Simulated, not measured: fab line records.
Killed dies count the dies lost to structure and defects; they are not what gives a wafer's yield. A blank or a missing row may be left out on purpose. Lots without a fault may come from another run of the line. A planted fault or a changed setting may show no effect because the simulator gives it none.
Matching of chambers    flow berkeley_cmos170    rie_diel-04 running UCB170_SPACER_ETCHBACK_03: 4 sister chambers
The step etches SiO2 in CHF3/CF4/Ar, stops on Si, target depth 376 nm, time 100 s. 16 wafers are shown with their chamber, then 8 later ones without.

EACH WAFER AND ITS CHAMBER
wafer   chamber  drypump_motor_current_A (A)  throttle_valve_pct (%)  oes_product_au (a.u.)
L076.3  0        5.4                          6.54                    0.907
L076.5  2        5.8                          6.43                    0.925
L076.6  3        4.8                          6.50                    0.915
L079.1  1        6.1                          6.24                    0.900
L079.2  3        4.8                          6.49                    0.905
L079.5  2        5.7                          6.44                    0.918
L081.3  0        5.5                          6.54                    0.893
L081.5  3        4.8                          6.52                    0.911
L081.6  2        5.8                          6.42                    0.915
L084.3  0        5.5                          6.55                    0.910
L084.4  3        4.8                          6.48                    0.911
L084.6  3        4.8                          6.49                    0.927
L088.1  1        6.1                          6.24                    0.915
L088.4  3        4.8                          6.48                    0.918
L088.6  3        4.8                          6.49                    0.923
L089.1  1        6.1                          6.24                    0.908

SIGNATURES (averages over the wafers above)
reading                  chamber 0  chamber 1  chamber 2  chamber 3  scatter within a chamber
drypump_motor_current_A  5.467      6.100      5.767      4.800      0.0333
throttle_valve_pct       6.5433     6.2400     6.4300     6.4929     0.0108
oes_product_au           0.90333    0.90767    0.91933    0.91571    0.0075
Rule: a wafer's distance from a chamber is the root of the sum, over the readings, of the square of ((its reading less the chamber's mean) divided by the reading's scatter). The wafer belongs to the nearest chamber; if the next one is less than 2 further off, it can't be placed. How the scatter is found: for the shown wafers, subtract from each reading the mean of its chamber, square and add these, divide the total by (wafers less chambers), then take the root.

WAFERS WITHOUT THEIR CHAMBER
wafer   drypump_motor_current_A (A)  throttle_valve_pct (%)  oes_product_au (a.u.)
L089.5  5.4                          6.53                    0.912
L089.6  5.7                          6.43                    0.924
L096.3  6.1                          6.24                    0.911
L096.4  5.5                          6.54                    0.927
L096.5  6.1                          6.26                    0.938
L097.2  5.5                          6.53                    0.904
L097.4  4.8                          6.50                    0.896
L097.6  5.5                          6.56                    0.928

WHICH CHAMBER EACH ONE RAN IN
wafer   from the rows above  in truth
L089.5  0                    0
L089.6  2                    2
L096.3  1                    1
L096.4  0                    0
L096.5  1                    1
L097.2  0                    0
L097.4  3                    3
L097.6  0                    0
Correctly placed: 8 of 8. Can't be placed from these rows: 0. Wrongly placed: 0.
